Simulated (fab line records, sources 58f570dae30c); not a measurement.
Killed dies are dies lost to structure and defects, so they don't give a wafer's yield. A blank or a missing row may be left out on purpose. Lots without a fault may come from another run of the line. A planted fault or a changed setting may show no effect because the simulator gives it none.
Split-lot experiment | flow berkeley_cmos170 | 5 lots, 23 wafers read, on a route of 331 steps

THE SPLIT
At UCB170_V2_COAT_07 (resist thk 900 nm), the setting spin_rpm was moved away from the recipe's 1500 rpm on 4 of the 23 wafers read, by -6.9% to -6.5%. The other wafers ran this setting at the recipe's value.

FROM THE SPLIT TO THE READING: what the file shows between them, 2 steps
- UCB170_V2_SOFTBAKE_08: time 60 s
- UCB170_V2_EXPOSE_09: exposes mask VIA2, target cd 700 nm

THE READING
KrF_of_V2_COAT_07.thk_nm (the simulator's own value, which no gauge read), in nm, at UCB170_V2_ETCH_14 (etches SiO2 in CHF3/CF4/Ar, stops on Al, target depth 1250 nm, time 291 s). The file gives no usual value for it. The 19 wafers here that ran the recipe average 612.2 nm, standard deviation 4.3 nm.

wafer  | tool, chamber at the split | spin_rpm as run, rpm | against the recipe | KrF_of_V2_COAT_07.thk_nm, nm | against lot-mates on the recipe
L077.1 | litho_track-01, 0          | 1500                 | recipe             | 616.7                        | -
L077.2 | litho_track-01, 0          | 1500                 | recipe             | 616.3                        | -
L077.4 | litho_track-01, 0          | 1396                 | -6.9%              | 634.8                        | +16.9
L077.5 | litho_track-01, 0          | 1500                 | recipe             | 620.6                        | -
L077.6 | litho_track-01, 0          | 1396                 | -6.9%              | 652.3                        | +34.4
L079.1 | litho_track-02, 0          | 1500                 | recipe             | 604.8                        | -
L079.3 | litho_track-02, 0          | 1500                 | recipe             | 611.5                        | -
L079.4 | litho_track-02, 0          | 1402                 | -6.5%              | 642.7                        | +33.3
L079.5 | litho_track-02, 0          | 1402                 | -6.5%              | 640.1                        | +30.7
L079.6 | litho_track-02, 0          | 1500                 | recipe             | 611.8                        | -
L078.1 | litho_track-02, 0          | 1500                 | recipe             | 605.3                        | -
L078.2 | litho_track-02, 0          | 1500                 | recipe             | 616.8                        | -
L078.4 | litho_track-02, 0          | 1500                 | recipe             | 614                          | -
L078.5 | litho_track-02, 0          | 1500                 | recipe             | 605.7                        | -
L078.6 | litho_track-02, 0          | 1500                 | recipe             | 614.3                        | -
L081.1 | litho_track-02, 0          | 1500                 | recipe             | 613.2                        | -
L081.2 | litho_track-02, 0          | 1500                 | recipe             | 613                          | -
L081.3 | litho_track-02, 0          | 1500                 | recipe             | 618.3                        | -
L081.4 | litho_track-02, 0          | 1500                 | recipe             | 611.3                        | -
L081.5 | litho_track-02, 0          | 1500                 | recipe             | 609.3                        | -
L085.3 | litho_track-01, 0          | 1500                 | recipe             | 609.6                        | -
L085.5 | litho_track-01, 0          | 1500                 | recipe             | 611.7                        | -
L085.6 | litho_track-01, 0          | 1500                 | recipe             | 607.7                        | -

THE FIT
A straight line over all 23 wafers: KrF_of_V2_COAT_07.thk_nm changes by -4.5 nm for each +1% of spin_rpm; r = -0.92; the points scatter about the line by 4.9 nm.
The same after taking each lot's own level away (the mean of its wafers on the recipe; 23 wafers): -4.26 nm for each +1%; r = -0.93; scatter 4.5 nm.
On that fit, the largest move of spin_rpm shifts the reading by 30 nm.
The lots' own levels span 609.37 to 617.87 nm, that is 2.0 times the standard deviation above.
So the lot-to-lot level changes the slope little: the two slopes agree.
Check: with one of the wafers moved furthest among these (-6.9%) left out of the fit, the line predicts +34.2 nm for it against its lot-mates. It came out at +16.9 nm against them.

OTHER SPLITS ON THESE WAFERS
These wafers also went through other splits before the reading. Each is held against what the fit with the lots' levels taken away leaves over:
other split on the same wafers | wafers away from the commonest value | r with KrF_of_V2_COAT_07.thk_nm (lot level and that fit taken away)
UCB170_V2_CVD_00 time_s        | 11                                   | +0.09

THE WHOLE CHAIN: every reading that the file lists as answering this split, in the file's order
step               | what it does                                                              | reading                                                                   | change (the file's fit)              | r (the file's)
UCB170_V2_COAT_07  | resist thk 900 nm                                                         | KrF_of_V2_COAT_07.thk_nm (the simulator's own value, which no gauge read) | -4.63 nm for each +1% of the setting | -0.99
UCB170_V2_ETCH_14  | etches SiO2 in CHF3/CF4/Ar, stops on Al, target depth 1250 nm, time 291 s | KrF_of_V2_COAT_07.thk_nm (the simulator's own value, which no gauge read) | -4.27 nm for each +1% of the setting | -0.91
UCB170_V2_STRIP_15 | strips in O2                                                              | strip_time_to_endpoint_s                                                  | withheld for each +1% of the setting | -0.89

THE FILE'S OWN FIT
KrF_of_V2_COAT_07.thk_nm changes by -4.27 nm for each +1% of spin_rpm, r = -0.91.
